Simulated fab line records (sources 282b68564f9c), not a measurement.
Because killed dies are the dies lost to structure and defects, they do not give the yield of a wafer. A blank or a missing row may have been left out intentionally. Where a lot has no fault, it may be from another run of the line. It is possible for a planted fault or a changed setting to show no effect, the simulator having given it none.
Which tool was responsible? | flow rit cmos | Sampling: 14 lots, 42 wafers, 6 of 202 route steps

WHAT EACH GAUGE READ, for each wafer
RIT_NRETRO_OVL_MEAS_06.
lot  | measured    | on         | NRETRO_OVL (nm)
L769 | day 2 16:50 | overlay-02 | 2.3 -0.1 0.8
L771 | day 3 02:52 | overlay-01 | 0.6 0.7 1.0
L773 | day 3 11:13 | overlay-01 | 0.8 2.5 2.3
L776 | day 4 06:26 | overlay-02 | 1.5 2.1 0.9
L778 | day 4 17:34 | overlay-01 | 1.9 1.1 0.9
L779 | day 4 20:18 | overlay-02 | 1.1 -0.2 0.2
L780 | day 5 00:59 | overlay-01 | -0.7 0.4 -0.4
L781 | day 5 06:46 | overlay-01 | 1.0 -0.5 0.1
L784 | day 6 00:10 | overlay-01 | 0.8 1.5 2.4
L785 | day 6 04:23 | overlay-01 | 0.2 1.1 0.1
L786 | day 6 08:00 | overlay-01 | 0.9 1.0 -0.8
L787 | day 6 12:40 | overlay-01 | -1.9 -1.6 -2.4
L788 | day 6 17:46 | overlay-01 | -2.7 -3.0 -1.8
L790 | day 7 02:47 | overlay-02 | -0.2 -1.8 -1.1

RIT_SPACER_THK_MEAS_04.
lot  | measured    | on            | SPACER_NITRIDE_THK (nm)
L769 | day 3 10:04 | film metro-04 | 249.7 250.9 252.0
L771 | day 3 21:23 | film metro-04 | 248.1 248.3 247.2
L773 | day 4 07:59 | film metro-02 | 255.0 252.9 252.5
L776 | day 4 23:58 | film metro-01 | 243.8 242.5 243.5
L778 | day 5 14:47 | film metro-02 | 246.2 247.9 245.8
L779 | day 5 13:38 | film metro-01 | 251.3 249.9 251.5
L780 | day 5 20:39 | film metro-02 | 249.1 246.1 247.3
L781 | day 6 04:17 | film metro-01 | 255.6 254.3 253.5
L784 | day 6 19:57 | film metro-04 | 250.4 252.1 252.1
L785 | day 6 21:50 | film metro-04 | 256.3 253.7 255.0
L786 | day 7 01:59 | film metro-04 | 250.3 250.3 250.3
L787 | day 7 07:31 | film metro-04 | 252.8 251.5 253.9
L788 | day 7 11:12 | film metro-04 | 249.9 248.1 248.9
L790 | day 7 22:23 | film metro-01 | 253.6 250.7 250.6

RIT_M1_CD_MEAS_09 targets a cd of 2600 nm.
lot  | measured    | on        | cd nm (nm)
L769 | day 3 18:48 | cd sem-01 | 2597.8 2597.4 2595.7
L771 | day 4 05:50 | cd sem-01 | 2596.8 2594.4 2596.7
L773 | day 4 17:05 | cd sem-02 | 2595.5 2595.2 2597.6
L776 | day 5 08:25 | cd sem-02 | 2601.6 2602.3 2602.7
L778 | day 6 00:04 | cd sem-02 | 2599.4 2599.3 2597.1
L779 | day 5 22:22 | cd sem-02 | 2602.6 2604.5 2603.5
L780 | day 6 05:37 | cd sem-02 | 2602.1 2602.9 2600.7
L781 | day 6 12:43 | cd sem-02 | 2602.3 2601.1 2602.1
L784 | day 7 04:30 | cd sem-02 | 2595.5 2598.5 2599.5
L785 | day 7 06:01 | cd sem-02 | 2600.5 2598.9 2599.4
L786 | day 7 10:47 | cd sem-02 | 2601.9 2598.8 2600.2
L787 | day 7 15:55 | cd sem-02 | - - -
L788 | day 7 19:52 | cd sem-02 | - - -
L790 | day 8 07:05 | cd sem-01 | 2599.4 2600.4 2601.3

RIT_M1_OVL_MEAS_10.
lot  | measured    | on         | M1_OVL (nm)
L769 | day 3 18:55 | overlay-02 | -3.6 -3.1 -3.7
L771 | day 4 05:56 | overlay-01 | -1.9 -2.1 -1.8
L773 | day 4 17:13 | overlay-02 | -0.6 0.7 -1.4
L776 | day 5 08:32 | overlay-01 | -2.2 -1.6 -0.7
L778 | day 6 00:10 | overlay-02 | -3.3 -2.7 -2.3
L779 | day 5 22:29 | overlay-01 | -0.5 -1.3 -0.2
L780 | day 6 05:44 | overlay-02 | -0.1 0.9 -0.4
L781 | day 6 12:50 | overlay-02 | 1.8 1.8 -0.5
L784 | day 7 04:35 | overlay-01 | -0.2 -0.7 -1.6
L785 | day 7 06:08 | overlay-02 | -0.9 -0.3 -0.7
L786 | day 7 10:55 | overlay-01 | -1.4 -2.2 -1.2
L787 | day 7 16:02 | overlay-02 | - - -
L788 | day 7 19:59 | overlay-02 | - - -
L790 | day 8 07:12 | overlay-01 | -0.3 0.1 -0.8

TOOL THAT RAN EACH LOT (tool first, then ch and the chambers of the sampled wafers, then the start)
lot  | RIT_PWELL_SOFTBAKE_02            | RIT_M1_DEVELOP_08
L769 | litho track-04 ch 0, day 2 08:38 | litho track-03 ch 0, day 3 18:00
L771 | litho track-03 ch 0, day 2 19:04 | litho track-03 ch 0, day 4 05:00
L773 | litho track-04 ch 0, day 3 03:22 | litho track-03 ch 0, day 4 16:00
L776 | litho track-01 ch 0, day 3 21:20 | litho track-03 ch 0, day 5 08:00
L778 | litho track-01 ch 0, day 4 09:12 | litho track-03 ch 0, day 5 23:00
L779 | litho track-01 ch 0, day 4 12:01 | litho track-02 ch 0, day 5 22:00
L780 | litho track-03 ch 0, day 4 15:49 | litho track-01 ch 0, day 6 05:00
L781 | litho track-01 ch 0, day 4 21:49 | litho track-01 ch 0, day 6 12:00
L784 | litho track-03 ch 0, day 5 15:38 | litho track-03 ch 0, day 7 04:00
L785 | litho track-03 ch 0, day 5 20:55 | litho track-01 ch 0, day 7 05:00
L786 | litho track-01 ch 0, day 5 23:40 | litho track-01 ch 0, day 7 10:00
L787 | litho track-03 ch 0, day 6 04:26 | litho track-03 ch 0, day 7 15:00
L788 | litho track-04 ch 0, day 6 09:17 | litho track-03 ch 0, day 7 19:00
L790 | litho track-04 ch 0, day 6 18:37 | litho track-02 ch 0, day 8 06:00
- RIT_PWELL_SOFTBAKE_02: time 61.68 s.
- RIT_M1_DEVELOP_08: develop time 68 s.

WHAT THE TOOLS THEMSELVES READ (means of the sampled wafers that have a number; where no wafer has one, the mark that the record gives instead)
RIT_PWELL_SOFTBAKE_02.
lot  | tool           | plate sensor t centre C (C) | plate sensor t edge C (C)
L769 | litho track-04 | 90.966                      | 91.031
L771 | litho track-03 | 90.959                      | 91.007
L773 | litho track-04 | 90.961                      | 91.020
L776 | litho track-01 | 90.962                      | 91.015
L778 | litho track-01 | 90.957                      | 91.006
L779 | litho track-01 | 90.978                      | 91.022
L780 | litho track-03 | 90.970                      | 91.027
L781 | litho track-01 | 90.961                      | 91.023
L784 | litho track-03 | 90.959                      | 91.017
L785 | litho track-03 | 90.970                      | 91.023
L786 | litho track-01 | 90.971                      | 91.031
L787 | litho track-03 | 90.964                      | 91.016
L788 | litho track-04 | 90.965                      | 91.019
L790 | litho track-04 | 90.964                      | 91.025

RIT_M1_DEVELOP_08.
lot  | tool           | developer temp C (C)
L769 | litho track-03 | 22.97
L771 | litho track-03 | 22.92
L773 | litho track-03 | 23.08
L776 | litho track-03 | 22.97
L778 | litho track-03 | 22.96
L779 | litho track-02 | 23.01
L780 | litho track-01 | 22.97
L781 | litho track-01 | 22.89
L784 | litho track-03 | 22.92
L785 | litho track-01 | 23.02
L786 | litho track-01 | 23.00
L787 | litho track-03 | 23.04
L788 | litho track-03 | 23.07
L790 | litho track-02 | 22.99

THE ANSWER, worked out from the rows above alone
Rule: the lots themselves supply what counts as usual. The widest of any qualifying gaps counts: lots, ordered by their means at a reading, are off when they make up no more than a third of the lots, leave a main group of 4 or more, and stand apart from it by 3 or more times the standard deviation of that group's means. A main group whose means are all the same, to the digits that the tables above print for the reading, isn't used. Also off: a lot with no number at a reading for which 4 or more lots have one. All remaining lots with rows at the step are treated as sound. Order of review: gauges by route order, followed by the tools' own readings, for which a lot's mean as printed above is used. The first step at which some lot is off is used, and at that step the reading that is off furthest; a lot without a number counts as furthest.
Off: L787, L788 (RIT_M1_CD_MEAS_09, cd nm). Without a number there: L787, L788. The main group has a mean of 2599.6 nm with a standard deviation of 2.4.
A tool fits if, at a process step before that reading, it ran every lot that is off, and no sound lot after the first of them. Not tried: the gauges at RIT_M1_CD_MEAS_09; whatever is off there is also off at RIT_M1_OVL_MEAS_10, on other tools, and gauge error can't account for it. One fits: litho track-03 at RIT_M1_DEVELOP_08. Its last sound lot is L784 (day 7 04:00), its first lot that is off L787 (day 7 15:00): a fault that began between those two fits.

WHAT HAD BEEN PUT IN BY THE SIMULATOR
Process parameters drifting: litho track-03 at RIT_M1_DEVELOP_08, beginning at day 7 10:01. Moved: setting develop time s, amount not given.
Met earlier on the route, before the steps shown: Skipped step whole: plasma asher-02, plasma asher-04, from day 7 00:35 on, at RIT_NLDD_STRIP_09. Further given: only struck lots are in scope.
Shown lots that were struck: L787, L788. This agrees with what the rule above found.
